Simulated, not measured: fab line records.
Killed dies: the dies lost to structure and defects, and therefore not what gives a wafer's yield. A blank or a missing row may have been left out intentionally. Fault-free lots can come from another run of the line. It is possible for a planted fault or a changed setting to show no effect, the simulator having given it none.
Split-lot trial -- flow berkeley cmos170 -- on a route of 331 steps: 5 lots, 23 wafers read

== ABOUT THE SPLIT ==
At UCB170_CONTACT_EXPOSE_12 (exposes mask CONT, target cd 700 nm), the setting dose mj was moved away from the recipe's 35 on 8 of the 23 wafers read, by -4.1% to -3.5%. This setting was run at the recipe's value on the other wafers.

== FROM THE SPLIT TO THE READING: what the file shows between them, 6 steps ==
- UCB170_CONTACT_PEB_13
- UCB170_CONTACT_DEVELOP_14: develop time 45 s
- UCB170_CONTACT_CD_MEAS_15: target cd 700 nm
- UCB170_CONTACT_ETCH_17: etches BARC in N2/H2
- UCB170_CONTACT_ETCH_18: etches PSG in CHF3/CF4/Ar, stops on TiSi2, target depth 840 nm, time 195 s (also split here: time s)
- UCB170_CONTACT_STRIP_19: strips in O2

== THE READING ==
cd nm, in nm, at UCB170_CONTACT_CD_MEAS_90 (target cd 700 nm). Typical for fault-free wafers on this fab line: 700.4 nm, with standard deviation 1.3 nm.

wafer,"tool, chamber at the split",dose mj as run,against the recipe,"cd nm, nm",against lot-mates on the recipe
L076.1,"krf scanner-01, 0",35,recipe,699.6,-
L076.2,"krf scanner-01, 0",35,recipe,699.2,-
L076.3,"krf scanner-01, 0",35,recipe,701.2,-
L076.4,"krf scanner-01, 0",35,recipe,697.9,-
L076.5,"krf scanner-01, 0",35,recipe,700.2,-
L078.1,"krf scanner-02, 0",35,recipe,700.5,-
L078.3,"krf scanner-02, 0",35,recipe,699.6,-
L078.6,"krf scanner-02, 0",35,recipe,699.9,-
L079.1,"krf scanner-01, 0",33.66,-3.8%,694.2,-6.5
L079.3,"krf scanner-01, 0",33.66,-3.8%,693.1,-7.6
L079.4,"krf scanner-01, 0",33.66,-3.8%,693.4,-7.3
L079.5,"krf scanner-01, 0",35,recipe,701.3,-
L079.6,"krf scanner-01, 0",35,recipe,700.1,-
L082.1,"krf scanner-02, 0",33.55,-4.1%,693.5,-8.7
L082.2,"krf scanner-02, 0",35,recipe,702.1,-
L082.3,"krf scanner-02, 0",35,recipe,702.3,-
L082.4,"krf scanner-02, 0",33.55,-4.1%,695.0,-7.2
L082.5,"krf scanner-02, 0",33.55,-4.1%,693.4,-8.8
L085.1,"krf scanner-01, 0",35,recipe,700.5,-
L085.2,"krf scanner-01, 0",33.76,-3.5%,694.8,-6.2
L085.3,"krf scanner-01, 0",33.76,-3.5%,698.0,-3.0
L085.4,"krf scanner-01, 0",35,recipe,701.3,-
L085.5,"krf scanner-01, 0",35,recipe,701.2,-

THE FIT
A straight line over all 23 wafers: cd nm changes by +1.57 nm for each +1% of dose mj; r = +0.92; the points scatter about the line by 1.3 nm.
The same after taking each lot's own level away (the mean of its wafers on the recipe; 23 wafers): +1.81 nm for each +1%; r = +0.96; scatter 1.1 nm.
On that fit, the largest move of dose mj shifts the reading by 7.5 nm.
The lots' own levels span 699.62 to 702.20 nm, that is 2.0 times the standard deviation above.
Hence the slope depends on the lot-to-lot level, as the two fits are not the same.
Check: -7.25 nm against its lot-mates is what the line predicts for one of the wafers moved furthest among these (-4.1%) when that wafer is left out of the fit. Against them it came out at -8.7 nm.

== FURTHER SPLITS ON THESE WAFERS ==
Before the reading, these wafers also passed through other splits. Each is held against what the fit with the lots' levels taken away leaves over:
other split on the same wafers,wafers away from the commonest value,r with cd nm (lot level and that fit taken away)
UCB170_FIELD_WET_ETCH_04 time s,15,-0.28
UCB170_PVT_COAT_01 resist thk nm,7,+0.35
UCB170_NLDD_PEB_04 peb temp c,10,-0.26
UCB170_SILICIDE_SPUTTER_01 power w,5,+0.41
UCB170_CONTACT_COAT_04 spin rpm,9,-0.21
UCB170_CONTACT_ETCH_18 time s,7,+0.16

== THE WHOLE CHAIN: every reading that the file lists as answering this split, in the file's order ==
step,what it does,reading,change (the file's fit),r (the file's)
UCB170_CONTACT_CD_MEAS_15,target cd 700 nm,cd nm,+1.74 nm for each +1% of the setting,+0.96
UCB170_CONTACT_ETCH_17,etches BARC in N2/H2,"CONTACT.cd nm (the simulator's own value, which no gauge read)",+1.79 nm for each +1% of the setting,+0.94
UCB170_CONTACT_ETCH_18,"etches PSG in CHF3/CF4/Ar, stops on TiSi2, target depth 840 nm, time 195 s","CONTACT.cd nm (the simulator's own value, which no gauge read)",+1.73 nm for each +1% of the setting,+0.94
UCB170_CONTACT_CD_MEAS_90,target cd 700 nm,cd nm,+1.75 nm for each +1% of the setting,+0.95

== FILE'S OWN FIT ==
cd nm changes by +1.75 nm for each +1% of dose mj, r = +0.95.
